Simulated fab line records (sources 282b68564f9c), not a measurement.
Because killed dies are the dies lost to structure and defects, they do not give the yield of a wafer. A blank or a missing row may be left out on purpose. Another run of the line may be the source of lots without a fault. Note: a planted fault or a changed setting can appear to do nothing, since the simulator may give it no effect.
Code-filled problem report in 8D (eight disciplines) form | flow rit_cmos | the parts of the form that need people (team, actions taken, sign-off) are left out

1. WHAT IS WRONG
RIT_CONTACT_CD_MEAS_08, cd_nm: mean 1011.2 nm over 1 wafer from 1 lot; wafers with no fault: 1000.4 nm, standard deviation 2. That is +5.4 standard deviations from the usual mean.
The step: target cd 1000 nm.
First seen on wafer L757.4, day 7 23:26, on cd_sem-02. The record has a number at this step for 37 wafers belonging to 13 lots. By rule, "out" or "out of limits" means more than 4 standard deviations away from the usual mean. Any other wafer with a number is counted as sound.

2. WHAT THIS IS AND IS NOT
question                    | is                     | is not
which readings at this step | cd_nm                  | -
which lots                  | L757                   | L735, L737, L740, L741, L742, L743, L744, L746, L747, L748, L749, L754
which wafers of those lots  | all that have a number | -
read on which gauges        | cd_sem-02              | cd_sem-01
when                        | from day 7 23:26       | up to then (36 sound wafers)

3. THE SUSPECTS, EACH WITH WHAT RULES IT OUT
Counting: a tool stays on the suspect list if, at a process step up to the reading, it processed all lots that are out and no sound lot following the first of them.
- the gauge at RIT_CONTACT_CD_MEAS_08 has been ruled out. All the wafers that are out were read on cd_sem-02, but those of them that RIT_CONTACT_EXPOSE_05 has rows for are out there too, on other tools.
- iline_stepper-01 at RIT_CONTACT_EXPOSE_05 (exposes mask M11, target cd 1000 nm): kept. It ran the lot that is out, L757 (day 7 22:55), and no sound lot after that; its last sound lot up to then is L748 (day 6 01:17). Out on those wafers are its own readings of exposure_dose_mJ_cm2.
Left after counting: iline_stepper-01 at RIT_CONTACT_EXPOSE_05.

4. THE CAUSE (what the simulator had put in)
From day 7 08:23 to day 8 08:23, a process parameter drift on iline_stepper-01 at RIT_CONTACT_EXPOSE_05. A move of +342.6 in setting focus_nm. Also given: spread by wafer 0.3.
This tool alone remained once counting was done.

5. SEQUENCE OF EFFECTS, ordered by route
Each row: a reading where the mean over the struck wafers with a number is more than 3 standard deviations away from the usual. Scope: only readings with a usual standard deviation given in the record; hours: median across lots of the time from each lot's start at the first step in this table that gives one to its start at this step; sigmas: change in usual standard deviations.
hours | step                   | reading              | usual     | on struck wafers | change | sigmas
0     | RIT_CONTACT_EXPOSE_05  | exposure_dose_mJ_cm2 | 250.02    | 248.94           | -1.08  | -4.7
1     | RIT_CONTACT_CD_MEAS_08 | cd_nm                | 1000.4 nm | 1011.2           | +10.8  | +5.4
Process steps it contains:
- RIT_CONTACT_EXPOSE_05: exposes mask M11, target cd 1000 nm.

6. HOW IT WOULD HAVE BEEN CAUGHT EARLIER
The first out-of-limits reading at a measuring or inspecting step in this record came at day 7 23:26, 15 hours after the fault's start at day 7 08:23.
At RIT_CONTACT_EXPOSE_05, the tool's own readings (exposure_dose_mJ_cm2) were out on each struck wafer the step has a row for, so an alarm limit on them would have fired on the first such wafer.
The start of RIT_CONTACT_EXPOSE_05 on iline_stepper-01 came by day 7 23:26 for every one of the lots that are out (1). Holding the tool at that point would not have protected any of them.
